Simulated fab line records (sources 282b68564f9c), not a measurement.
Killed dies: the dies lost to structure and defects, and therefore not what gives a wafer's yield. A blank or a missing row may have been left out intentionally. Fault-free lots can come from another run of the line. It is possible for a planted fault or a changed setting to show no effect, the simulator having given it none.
A lot that was struck, set against a sound lot :: flow rit_cmos :: 15 steps out of a route of 202
Sound: these wafers, L857.1, L857.4, L857.6. The struck wafers were L872.1, L872.4, L872.5. The cause is named last.
Each step with rows lists, per side, the tool, then ch with its chambers, then its first start. Under that, the readings that differ: sound wafers :: struck wafers :: difference of the means :: sigmas: that difference in standard deviations of wafers without a fault.
alike: words and numbers the same on both sides, and readings whose means are apart by under 2 such deviations; not compared: readings that were withheld, readings missing a value for some wafer, numbers with overlapping values and no deviation given by the record, and bounds like >300 which may hide the same value.
A row with sigmas, a row that says differs or no value, or rows on one side alone: a step with any of these is where the two part. When numbers do not overlap yet have no deviation, they are printed without sigmas and do not part them. Lack of a reading on every wafer of one side parts them only where that side has two or more wafers.

first, 5 steps without rows for these wafers: RIT_M1_COAT_04 (resist thk 1280 nm); RIT_M1_SOFTBAKE_05 (time 60 s); RIT_M1_EXPOSE_06 (exposes mask M12, target cd 2600 nm); RIT_M1_PEB_07; RIT_M1_DEVELOP_08 (develop time 68 s).
RIT_M1_CD_MEAS_09: the cd target is 2600 nm.
  struck on cd_sem-02, day 7 08:47; sound on cd_sem-02, day 3 22:39
  alike: cd_nm
RIT_M1_OVL_MEAS_10:
  struck on overlay-01, day 7 08:54; sound on overlay-02, day 3 22:46
  alike: M1_OVL
then, 1 step without rows for these wafers: RIT_M1_HARDBAKE_11 (time 120 s).
RIT_M1_METAL_ETCH_12: etches Al in Cl2/BCl3, stops on SiO2, time 165 s, target depth 600 nm.
  sound on rie_metal-03 ch 0,1, day 3 23:03; struck on rie_metal-02 ch 0,1, day 7 09:11
  alike: drypump_motor_current_A, oes_product_au, rf_fwd_power_W, throttle_valve_pct
  not compared: rf_hours_counter_h
then, 1 step without rows for these wafers: RIT_M1_STRIP_13 (strips in nmp, time 600 s).
RIT_M1_STRIP_14: strips in O2, time 180 s.
  sound on plasma_asher-02 ch 0,1, day 3 23:25; struck on plasma_asher-04 ch 0,1, day 7 09:31
  alike: drypump_motor_current_A, rf_refl_power_W
  not compared: rf_hours_counter_h
RIT_M1_CD_MEAS_90: the cd target is 2600 nm.
  struck on cd_sem-02, day 7 09:42; sound on cd_sem-02, day 3 23:35
  alike: cd_nm
RIT_M1_ANNEAL_15: time 1800 s.
  sound on furnace-02 ch 0, day 3 23:42; struck on furnace-02 ch 0, day 7 11:29
RIT_M1_BOW_MEAS_16:
  struck on film_metro-04, day 7 12:59; sound on film_metro-03, day 4 01:12
  alike: M1_BOW
RIT_M1_PROBE_99:
  struck on prober-02, day 7 13:06; sound on prober-01, day 4 01:19
  alike: defect_limited_yield, killed_at_contacts, killed_at_front_end, killed_dies, killed_open, killed_short, sort_bin_3_pad_short, sort_bin_5_function, sort_bin_6_memory, sort_n_pass, sort_yield_pct

== WHERE THEY PART ==
Nowhere in this record.

WHY: whatever the simulator had introduced
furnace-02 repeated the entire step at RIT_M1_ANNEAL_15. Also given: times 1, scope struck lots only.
